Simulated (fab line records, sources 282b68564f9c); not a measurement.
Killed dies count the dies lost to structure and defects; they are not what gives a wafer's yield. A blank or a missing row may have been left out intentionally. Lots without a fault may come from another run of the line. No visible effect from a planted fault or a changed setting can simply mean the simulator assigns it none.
Lot-split experiment | flow rit cmos | 23 wafers read from 5 lots, route of 202 steps

THE SPLIT
At RIT_FOX1_OXIDATION_00 (target thk 350.7 nm, ox time 1130 s), the setting ox time s was moved away from the recipe's 1130 s on 20 of the 23 wafers read, by -10.6% to +14.5%. All remaining wafers had this setting at the recipe value.

Between the split and the reading, the file records no step.

THE READING
At RIT_FOX1_THK_MEAS_01: FOX1_OXIDE_THK, given in nm. A value of 352 nm with a standard deviation of 5.2 nm is what fault-free wafers of this fab line usually give.

wafer  | tool, chamber at the split | ox time s as run, s | against the recipe | FOX1_OXIDE_THK, nm | against lot-mates on the recipe
L074.1 | -, -                       | 1224                | +8.3%              | 376                | no lot-mate on the recipe
L074.2 | -, -                       | 1224                | +8.3%              | 369                | no lot-mate on the recipe
L074.3 | -, -                       | 1224                | +8.3%              | 369                | no lot-mate on the recipe
L074.4 | -, -                       | 1224                | +8.3%              | 382                | no lot-mate on the recipe
L074.5 | -, -                       | 1224                | +8.3%              | 375                | no lot-mate on the recipe
L082.2 | furnace-03, 0              | 1130                | recipe             | 351                | -
L082.4 | furnace-03, 0              | 1130                | recipe             | 345                | -
L082.5 | furnace-03, 0              | 1130                | recipe             | 351                | -
L083.1 | -, -                       | 1273                | +12.7%             | 384                | no lot-mate on the recipe
L083.3 | -, -                       | 1273                | +12.7%             | 386                | no lot-mate on the recipe
L083.4 | -, -                       | 1273                | +12.7%             | 382                | no lot-mate on the recipe
L083.5 | -, -                       | 1273                | +12.7%             | 385                | no lot-mate on the recipe
L083.6 | -, -                       | 1273                | +12.7%             | 381                | no lot-mate on the recipe
L084.2 | -, -                       | 1294                | +14.5%             | 386                | no lot-mate on the recipe
L084.3 | -, -                       | 1294                | +14.5%             | 385                | no lot-mate on the recipe
L084.4 | -, -                       | 1294                | +14.5%             | 383                | no lot-mate on the recipe
L084.5 | -, -                       | 1294                | +14.5%             | 382                | no lot-mate on the recipe
L084.6 | -, -                       | 1294                | +14.5%             | 381                | no lot-mate on the recipe
L085.1 | -, -                       | 1010                | -10.6%             | 326                | no lot-mate on the recipe
L085.2 | -, -                       | 1010                | -10.6%             | 328                | no lot-mate on the recipe
L085.3 | -, -                       | 1010                | -10.6%             | 331                | no lot-mate on the recipe
L085.4 | -, -                       | 1010                | -10.6%             | 329                | no lot-mate on the recipe
L085.6 | -, -                       | 1010                | -10.6%             | 327                | no lot-mate on the recipe

THE FIT
A straight line over all 23 wafers: FOX1_OXIDE_THK changes by +2.32 nm for each +1% of ox time s; r = +0.99; the points scatter about the line by 3.9 nm.
Too few moved wafers have a lot-mate on the recipe to fit a line with each lot's own level taken away.

THE WHOLE CHAIN: every reading that the file lists as answering this split, in the file's order
step                  | what it does                        | reading                                                                           | change (the file's fit)              | r (the file's)
RIT_FOX1_OXIDATION_00 | target thk 350.7 nm, ox time 1130 s | SiO2_of_FOX1_OXIDATION_00.thk nm (the simulator's own value, which no gauge read) | +2.31 nm for each +1% of the setting | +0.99
RIT_FOX1_THK_MEAS_01  |                                     | FOX1_OXIDE_THK                                                                    | +2.32 for each +1% of the setting    | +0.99
RIT_M1_PROBE_99       |                                     | etest.nldd.width nm (the simulator's own value, which no gauge read)              | -3.85 nm for each +1% of the setting | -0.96

FILE'S OWN FIT
FOX1_OXIDE_THK changes by +2.32 nm for each +1% of ox time s, r = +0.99.
